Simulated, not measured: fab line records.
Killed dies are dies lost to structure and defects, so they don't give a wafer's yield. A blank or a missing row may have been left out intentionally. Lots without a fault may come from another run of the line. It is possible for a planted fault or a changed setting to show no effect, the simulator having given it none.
A lot that was struck, set against a sound lot ; flow rit-cmos ; 15 steps out of a route of 202
Sound: the wafers L416.1, L416.2, L416.3. Wafers struck: L420.1, L420.2, L420.3. At the end, the cause is stated.
Per side, at each step with rows, come the tool, then ch with its chambers, and then its first start. Under that, the readings that differ: sound wafers ; struck wafers ; difference of the means ; sigmas: that difference in standard deviations of wafers without a fault.
alike: same words and numbers on both sides, and readings whose means sit less than 2 such deviations apart. not compared: any withheld reading, any reading some wafer has no value for, any bound like >300 that may hide the same value, and any number with overlapping values for which the record gives no deviation.
Wherever a step has rows on one side only, a row that says differs or no value, or a row with sigmas, the two part there. Numbers that have no deviation but don't overlap get no sigmas and don't part them. Lack of a reading on every wafer of one side parts them only where that side has two or more wafers.

first, 2 steps without rows for these wafers: RIT_NRETRO_HARDBAKE_07 (time 120 s); RIT_NRETRO_IMPLANT_08.
RIT_NRETRO_STRIP_09: strips in O2, time 180 s.
  sound on plasma-asher-02 ch 0,1, day 2 06:50; struck on plasma-asher-02 ch 0,1, day 3 02:10
  alike: chamber-pressure-mTorr, drypump-motor-current-A, rf-refl-power-W
  not compared: rf-hours-counter-h
RIT_NRETRO_TW_MEAS_10:
  sound on film-metro-01 at day 2 07:01; struck on film-metro-03 at day 3 02:20
  alike: NRETRO_TW
then, 6 steps without rows for these wafers: RIT_PRETRO_HMDS_00 (prime time 60 s); RIT_PRETRO_COAT_01 (resist thk 1300 nm); RIT_PRETRO_SOFTBAKE_02 (time 60 s); RIT_PRETRO_EXPOSE_03 (exposes mask M5, target cd 43700 nm); RIT_PRETRO_PEB_04; RIT_PRETRO_DEVELOP_05 (develop time 68 s).
RIT_PRETRO_OVL_MEAS_06:
  sound on overlay-02 at day 2 07:58; struck on overlay-01 at day 3 03:16
  alike: PRETRO_OVL
then, 1 step without rows for these wafers: RIT_PRETRO_HARDBAKE_07 (time 120 s).
RIT_PRETRO_IMPLANT_08:
  sound on implanter-02 ch 0, day 2 08:15; struck on implanter-02 ch 0, day 3 03:38
reading;sound;struck;difference;sigmas
beam-energy-keV;45.000 44.986 44.980;39.762 39.790 39.789;-5.208;-99 or more
model.implant.rp-nm (nm);149.4 149.4 149.4;131.8 131.8 131.8;-17.6;
model.implant.drp-nm (nm);55.07 55.07 55.07;51.14 51.14 51.14;-3.93;
RIT_PRETRO_STRIP_09: strips in O2, time 180 s.
  sound on plasma-asher-03 ch 0,1, day 2 08:24; struck on plasma-asher-01 ch 0,1, day 3 03:47
  alike: chamber-pressure-mTorr, drypump-motor-current-A, rf-refl-power-W
  not compared: rf-hours-counter-h
RIT_M1_PROBE_99:
  sound on prober-02 at day 3 11:34; struck on prober-02 at day 4 05:08
reading;sound;struck;difference;sigmas
model.etest.nmos_0p3.r-on-ohm-um;2087 2070 2075;2152 2130 2199;+83;
model.etest.nmos-narrow.drive-ua-um;243.2 237.3 236.7;225.7 233.3 227.1;-10.4;
model.etest.nmos_0p3.drive-ua-um;241.1 237.2 233.9;218.2 227.1 220.4;-15.5;
model.etest.nmos_0p3.off-log10-a-um;-12.92 -12.9 -13.02;-13.03 -13.22 -13.22;-0.21;
model.etest.cap-n-gate.c-min-ff-um2;2.37 2.354 2.344;2.411 2.412 2.406;+0.054;
model.etest.nmos_0p15.vt-sat-v (V);0.2675 0.2703 0.265;0.2955 0.3004 0.3042;+0.0324;
  alike: killed-at-contacts, killed-at-front-end, killed-dies, killed-open, killed-short
  not compared: model.etest.gate-end-array.leak-log10-a-um, model.etest.diode-nplus-pwell.bv-v

## WHERE THEY PART
At RIT_PRETRO_IMPLANT_08 and nowhere else, as far as this record goes. Later steps at which nothing parts them and some readings are alike: RIT_PRETRO_STRIP_09, RIT_M1_PROBE_99.

WHY: the cause the simulator had injected
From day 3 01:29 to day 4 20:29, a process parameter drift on implanter-02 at RIT_PRETRO_IMPLANT_08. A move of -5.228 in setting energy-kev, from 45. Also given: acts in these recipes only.
